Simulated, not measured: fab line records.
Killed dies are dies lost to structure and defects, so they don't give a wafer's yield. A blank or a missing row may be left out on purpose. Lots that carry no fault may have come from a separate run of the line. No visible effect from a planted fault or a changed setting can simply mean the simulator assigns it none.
Struck lot and sound lot, side by side    flow berkeley cmos170    19 out of 331 route steps
Sound: these wafers, L842.2, L842.3, L842.6. Wafers struck: L848.2, L848.3, L848.6. The cause comes at the end.
Each step with rows lists, per side, the tool, then ch with its chambers, then its first start. Under that, the readings that differ: sound wafers    struck wafers    difference of the means    sigmas: that difference in standard deviations of wafers without a fault.
alike: same words and numbers on both sides, and readings whose means sit less than 2 such deviations apart. not compared: any withheld reading, any reading some wafer has no value for, any bound like >300 that may hide the same value, and any number with overlapping values for which the record gives no deviation.
A row with sigmas, a row that says differs or no value, or rows on one side alone: a step with any of these is where the two part. When numbers do not overlap yet have no deviation, they are printed without sigmas and do not part them. A reading that every wafer of one side lacks parts them only if that side has two wafers or more.

first, 5 steps without rows for these wafers: UCB170_WELLDRIVE_ANNEAL_03 (time 900 s); UCB170_WELLDRIVE_WET_ETCH_04 (etches SiO2 in BOE, time 120 s); UCB170_ACTIVE_CLEAN_00 (cleans in SPM, time 600 s); UCB170_ACTIVE_CLEAN_01 (cleans in dHF, time 60 s); UCB170_ACTIVE_OXIDATION_02 (target thk 26.4 nm, ox time 1260 s).
UCB170_ACTIVE_THK_MEAS_03:
  sound: film metro-03 at day 6 17:16; struck: film metro-03 at day 7 23:44
  alike: ACTIVE_OXIDE_THK
then, 2 steps without rows for these wafers: UCB170_ACTIVE_ANNEAL_04 (time 900 s); UCB170_ACTIVE_CVD_05 (deposits Si3N4 from SiH2Cl2/NH3, target thk 220 nm, time 3300 s).
UCB170_ACTIVE_THK_MEAS_06:
  sound: film metro-02 at day 7 00:41; struck: film metro-01 at day 8 06:23
  alike: ACTIVE_NITRIDE_THK
then, 3 steps without rows for these wafers: UCB170_ACTIVE_HMDS_07 (prime time 60 s); UCB170_ACTIVE_COAT_08 (resist thk 900 nm); UCB170_ACTIVE_SOFTBAKE_09 (time 60 s).
UCB170_ACTIVE_EXPOSE_10: exposes mask ACTIVE, target cd 1200 nm.
  sound on krf scanner-02 ch 0, day 7 01:23; struck on krf scanner-02 ch 0, day 8 06:55
reading               sound                 struck                difference  sigmas
exposure dose mJ cm2  20.002 19.998 19.980  20.993 21.000 21.012  +1.008      +48
  alike: mask
then, 2 steps without rows for these wafers: UCB170_ACTIVE_PEB_11; UCB170_ACTIVE_DEVELOP_12 (develop time 45 s).
UCB170_ACTIVE_CD_MEAS_13 targets a cd of 1200 nm.
  sound: cd sem-02 at day 7 01:46; struck: cd sem-01 at day 8 07:18
reading     sound                 struck                difference  sigmas
cd nm (nm)  1199.6 1199.8 1200.8  1191.4 1189.7 1191.5  -9.2        -8
UCB170_ACTIVE_OVL_MEAS_14:
  sound: overlay-01 at day 7 01:53; struck: overlay-01 at day 8 07:25
  alike: ACTIVE_OVL
UCB170_ACTIVE_ETCH_15: etches Si3N4 in CH3F/Ar/O2, stops on SiO2, target depth 242 nm, time 151 s.
  sound on rie diel-04 ch 0,1,2, day 7 01:55; struck on rie diel-03 ch 1,2, day 8 07:26
reading                  sound              struck             difference  sigmas
oes product au (a.u.)    0.927 0.954 0.913  0.956 0.973 0.955  +0.030      +2
model.ACTIVE.cd nm (nm)  1200 1200 1201     1192 1190 1192     -9          
  alike: drypump motor current A, throttle valve pct
  not compared: rf hours counter h
UCB170_ACTIVE_STRIP_16: strips in O2.
  sound on plasma asher-01 ch 1, day 7 02:01; struck on plasma asher-02 ch 0,1, day 8 07:32
reading                      sound           struck          difference  sigmas
drypump motor current A (A)  5.58 5.59 5.60  6.09 6.09 5.93  +0.45       +2
  alike: oes product au, strip time to endpoint s
  not compared: rf hours counter h

## WHERE THEY PART
At UCB170_ACTIVE_EXPOSE_10 first; at UCB170_ACTIVE_STRIP_16 last (within this record only).

WHY: the cause the simulator had injected
Process parameter drift: krf scanner-02, from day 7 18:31 on, at UCB170_ACTIVE_EXPOSE_10. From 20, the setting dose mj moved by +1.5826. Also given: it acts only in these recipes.
